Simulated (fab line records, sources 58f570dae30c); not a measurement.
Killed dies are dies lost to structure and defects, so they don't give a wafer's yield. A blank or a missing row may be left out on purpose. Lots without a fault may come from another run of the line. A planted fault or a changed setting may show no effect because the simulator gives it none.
Which tool did it? | flow berkeley_cmos170 | 7 lots, 21 wafers sampled, at 1 step of a route of 331

WHAT THE GAUGES READ, wafer by wafer
UCB170_PWELL_OVL_MEAS_13.
lot  | measured    | on         | PWELL_OVL (nm)
L650 | day 3 11:55 | overlay-02 | -6 -8 -11
L654 | day 4 12:29 | overlay-01 | 0 3 -3
L660 | day 5 03:03 | overlay-02 | -2 3 1
L663 | day 5 17:44 | overlay-02 | -6 -12 -8
L665 | day 6 12:42 | overlay-02 | 6 -1 -4
L668 | day 7 03:50 | overlay-01 | 3 -8 -6
L671 | day 7 15:20 | overlay-02 | -5 -5 -4

WHICH TOOL RAN EACH LOT (tool, then ch and the chambers of the sampled wafers, then the start)
The record holds no process step before these readings.

THE ANSWER, worked out from the rows above alone
Rule: what is usual is taken from the lots themselves. Put in order of their means at a reading, lots are off if they are a third of the lots or fewer, leave a main group of 4 or more, and stand apart from it by a gap of 3 or more times the standard deviation of the main group's means; of several such gaps the widest counts. A main group whose means are all the same, to the digits that the tables above print for the reading, isn't used. A lot without any number at a reading at which 4 lots or more have one is off too. The other lots that the step has rows for count as sound.
No lot is off at any reading shown: from this, nothing can be told.

WHAT THE SIMULATOR HAD PUT IN
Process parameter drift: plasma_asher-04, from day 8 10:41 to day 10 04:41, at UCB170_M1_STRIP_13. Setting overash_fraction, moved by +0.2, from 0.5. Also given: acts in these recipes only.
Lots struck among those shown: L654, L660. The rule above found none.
